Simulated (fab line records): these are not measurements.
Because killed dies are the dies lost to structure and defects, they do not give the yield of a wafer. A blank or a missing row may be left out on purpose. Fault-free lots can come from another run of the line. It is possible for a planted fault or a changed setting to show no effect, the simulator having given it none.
Split-lot experiment :: flow berkeley cmos170 :: 23 wafers read from 5 lots, route of 331 steps

ON THE SPLIT
At UCB170_NLDD_IMPLANT_08, the setting energy kev was moved away from the recipe's 30 on 9 of the 23 wafers read, by -5.8% to +1.6%. The other wafers ran this setting at the recipe's value.

Reading taken at the split's own step.

THE READING
The simulator's own value implant.drp nm, read by no gauge, in nm at UCB170_NLDD_IMPLANT_08. The file gives no usual value for it.

wafer: L077.1
tool, chamber at the split: implanter-04, 0
energy kev as run: 30
against the recipe: recipe
implant.drp nm, nm: 9.611
against lot-mates on the recipe: -

wafer: L077.4
tool, chamber at the split: implanter-04, 0
energy kev as run: 30
against the recipe: recipe
implant.drp nm, nm: 9.611
against lot-mates on the recipe: -

wafer: L077.6
tool, chamber at the split: implanter-04, 0
energy kev as run: 30
against the recipe: recipe
implant.drp nm, nm: 9.611
against lot-mates on the recipe: -

wafer: L077.3
tool, chamber at the split: implanter-04, 0
energy kev as run: 29.34
against the recipe: -2.2%
implant.drp nm, nm: 9.456
against lot-mates on the recipe: -0.155

wafer: L077.5
tool, chamber at the split: implanter-04, 0
energy kev as run: 29.34
against the recipe: -2.2%
implant.drp nm, nm: 9.456
against lot-mates on the recipe: -0.155

wafer: L076.1
tool, chamber at the split: implanter-02, 0
energy kev as run: 30
against the recipe: recipe
implant.drp nm, nm: 9.611
against lot-mates on the recipe: -

wafer: L076.4
tool, chamber at the split: implanter-02, 0
energy kev as run: 30
against the recipe: recipe
implant.drp nm, nm: 9.611
against lot-mates on the recipe: -

wafer: L076.6
tool, chamber at the split: implanter-02, 0
energy kev as run: 30
against the recipe: recipe
implant.drp nm, nm: 9.611
against lot-mates on the recipe: -

wafer: L076.2
tool, chamber at the split: implanter-02, 0
energy kev as run: 30.47
against the recipe: +1.6%
implant.drp nm, nm: 9.72
against lot-mates on the recipe: +0.109

wafer: L076.3
tool, chamber at the split: implanter-02, 0
energy kev as run: 30.47
against the recipe: +1.6%
implant.drp nm, nm: 9.72
against lot-mates on the recipe: +0.109

wafer: L075.2
tool, chamber at the split: implanter-04, 0
energy kev as run: 30
against the recipe: recipe
implant.drp nm, nm: 9.611
against lot-mates on the recipe: -

wafer: L075.5
tool, chamber at the split: implanter-04, 0
energy kev as run: 30
against the recipe: recipe
implant.drp nm, nm: 9.611
against lot-mates on the recipe: -

wafer: L075.6
tool, chamber at the split: implanter-04, 0
energy kev as run: 30
against the recipe: recipe
implant.drp nm, nm: 9.611
against lot-mates on the recipe: -

wafer: L078.1
tool, chamber at the split: implanter-04, 0
energy kev as run: 28.26
against the recipe: -5.8%
implant.drp nm, nm: 9.203
against lot-mates on the recipe: -0.408

wafer: L078.3
tool, chamber at the split: implanter-04, 0
energy kev as run: 28.26
against the recipe: -5.8%
implant.drp nm, nm: 9.203
against lot-mates on the recipe: -0.408

wafer: L078.4
tool, chamber at the split: implanter-04, 0
energy kev as run: 28.26
against the recipe: -5.8%
implant.drp nm, nm: 9.203
against lot-mates on the recipe: -0.408

wafer: L078.2
tool, chamber at the split: implanter-04, 0
energy kev as run: 30
against the recipe: recipe
implant.drp nm, nm: 9.611
against lot-mates on the recipe: -

wafer: L078.6
tool, chamber at the split: implanter-04, 0
energy kev as run: 30
against the recipe: recipe
implant.drp nm, nm: 9.611
against lot-mates on the recipe: -

wafer: L085.1
tool, chamber at the split: implanter-04, 0
energy kev as run: 30
against the recipe: recipe
implant.drp nm, nm: 9.611
against lot-mates on the recipe: -

wafer: L085.2
tool, chamber at the split: implanter-04, 0
energy kev as run: 30
against the recipe: recipe
implant.drp nm, nm: 9.611
against lot-mates on the recipe: -

wafer: L085.4
tool, chamber at the split: implanter-04, 0
energy kev as run: 30
against the recipe: recipe
implant.drp nm, nm: 9.611
against lot-mates on the recipe: -

wafer: L085.3
tool, chamber at the split: implanter-04, 0
energy kev as run: 29.19
against the recipe: -2.7%
implant.drp nm, nm: 9.421
against lot-mates on the recipe: -0.190

wafer: L085.6
tool, chamber at the split: implanter-04, 0
energy kev as run: 29.19
against the recipe: -2.7%
implant.drp nm, nm: 9.421
against lot-mates on the recipe: -0.190

THE FIT
A straight line over all 23 wafers: implant.drp nm changes by +0.0703 nm for each +1% of energy kev; r = +1.00; the points scatter about the line by 0.00033 nm.
The same after taking each lot's own level away (the mean of its wafers on the recipe; 23 wafers): +0.0703 nm for each +1%; r = +1.00; scatter 0.00033 nm.
According to that fit, moving energy kev by its largest amount changes the reading by 0.41 nm.
The lots' own levels span 9.6110 to 9.6110 nm.
Consequently the slope shifts little with the lot-to-lot level, the two slopes agreeing.
Check: with one of the wafers moved furthest among these (-5.8%) left out of the fit, the line predicts -0.408 nm for it against its lot-mates. It came out at -0.408 nm against them.

THE OTHER SPLITS THESE WAFERS WENT THROUGH
These wafers also went through other splits before the reading. Each is held against what the fit with the lots' levels taken away leaves over:
other split on the same wafers: UCB170_NWELL_IMPLANT_14 dose cm2
wafers away from the commonest value: 8
r with implant.drp nm (lot level and that fit taken away): -0.27

other split on the same wafers: UCB170_PWELL_IMPLANT_15 dose cm2
wafers away from the commonest value: 9
r with implant.drp nm (lot level and that fit taken away): +0.00

other split on the same wafers: UCB170_ACTIVE_COAT_08 resist thk nm
wafers away from the commonest value: 7
r with implant.drp nm (lot level and that fit taken away): +0.21

other split on the same wafers: UCB170_ACTIVE_SOFTBAKE_09 time s
wafers away from the commonest value: 8
r with implant.drp nm (lot level and that fit taken away): +0.09

other split on the same wafers: UCB170_SACOX_OXIDATION_01 ox time s
wafers away from the commonest value: 10
r with implant.drp nm (lot level and that fit taken away): +0.45

other split on the same wafers: UCB170_NVT_COAT_01 spin rpm
wafers away from the commonest value: 11
r with implant.drp nm (lot level and that fit taken away): -0.10

other split on the same wafers: UCB170_GATE_EXPOSE_09 dose mj
wafers away from the commonest value: 10
r with implant.drp nm (lot level and that fit taken away): +0.25

other split on the same wafers: UCB170_GATE_ETCH_15 time s
wafers away from the commonest value: 8
r with implant.drp nm (lot level and that fit taken away): -0.09

THE WHOLE CHAIN: every reading that the file lists as answering this split, in the file's order
step: UCB170_NLDD_IMPLANT_08
what it does: 
reading: implant.rp nm (the simulator's own value, which no gauge read)
change (the file's fit): +0.163 nm for each +1% of the setting
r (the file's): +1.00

step: UCB170_NLDD_IMPLANT_08
what it does: 
reading: implant.drp nm (the simulator's own value, which no gauge read)
change (the file's fit): +0.0702 nm for each +1% of the setting
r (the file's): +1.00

FILE'S OWN FIT
implant.drp nm changes by +0.0702 nm for each +1% of energy kev, r = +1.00.
